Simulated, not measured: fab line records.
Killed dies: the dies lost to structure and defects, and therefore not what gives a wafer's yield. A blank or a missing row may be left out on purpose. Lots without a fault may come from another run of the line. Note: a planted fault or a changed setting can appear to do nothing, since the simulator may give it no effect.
What tool caused it? | flow berkeley cmos170 | 7 lots, 21 wafers sampled, at 2 steps of a route of 331

WHAT THE GAUGES SHOWED, per wafer
UCB170_FIELD_THK_MEAS_02.
lot  | measured    | on            | FIELD_OXIDE_THK (nm)
L832 | day 4 21:50 | film metro-02 | 555 550 545
L835 | day 5 11:05 | film metro-04 | 559 571 562
L837 | day 6 02:01 | film metro-04 | 566 567 572
L839 | day 6 15:10 | film metro-04 | 556 557 560
L842 | day 7 01:02 | film metro-02 | 551 554 546
L844 | day 7 08:11 | film metro-01 | 542 542 543
L851 | day 8 21:08 | film metro-04 | 658 651 656 659 651 657

TOOL THAT RAN EACH LOT (tool first, then ch and the chambers of the sampled wafers, then the start)
lot  | UCB170_FIELD_OXIDATION_01
L832 | furnace-02 ch 0, day 4 18:50
L835 | furnace-01 ch 0, day 5 08:05
L837 | furnace-02 ch 0, day 5 23:01
L839 | furnace-01 ch 0, day 6 12:09
L842 | furnace-03 ch 0, day 6 22:01
L844 | furnace-02 ch 0, day 7 05:11
L851 | furnace-01 ch 0, day 8 18:08
- UCB170_FIELD_OXIDATION_01: target thk 558.3 nm, ox time 7200 s.

THE ANSWER, worked out from the rows above alone
Rule: what is usual is taken from the lots themselves. Put in order of their means at a reading, lots are off if they are a third of the lots or fewer, leave a main group of 4 or more, and stand apart from it by a gap of 3 or more times the standard deviation of the main group's means; of several such gaps the widest counts. Not used: any main group whose means are identical at the precision the tables above print for the reading. A lot without any number at a reading at which 4 lots or more have one is off too. The other lots that the step has rows for count as sound.
Off: at UCB170_FIELD_THK_MEAS_02 (FIELD_OXIDE_THK), L851. The main group: mean 555 nm, standard deviation 8.9.
If a tool, at a process step before that reading, ran all the lots that are off and no sound lot after the first of them, it fits. The gauges at UCB170_FIELD_THK_MEAS_02 are tried like those tools. 2 tools fit, furnace-01 at UCB170_FIELD_OXIDATION_01 and film metro-04 at UCB170_FIELD_THK_MEAS_02, so this cannot tell which one it is.

WHAT HAD BEEN PUT IN BY THE SIMULATOR
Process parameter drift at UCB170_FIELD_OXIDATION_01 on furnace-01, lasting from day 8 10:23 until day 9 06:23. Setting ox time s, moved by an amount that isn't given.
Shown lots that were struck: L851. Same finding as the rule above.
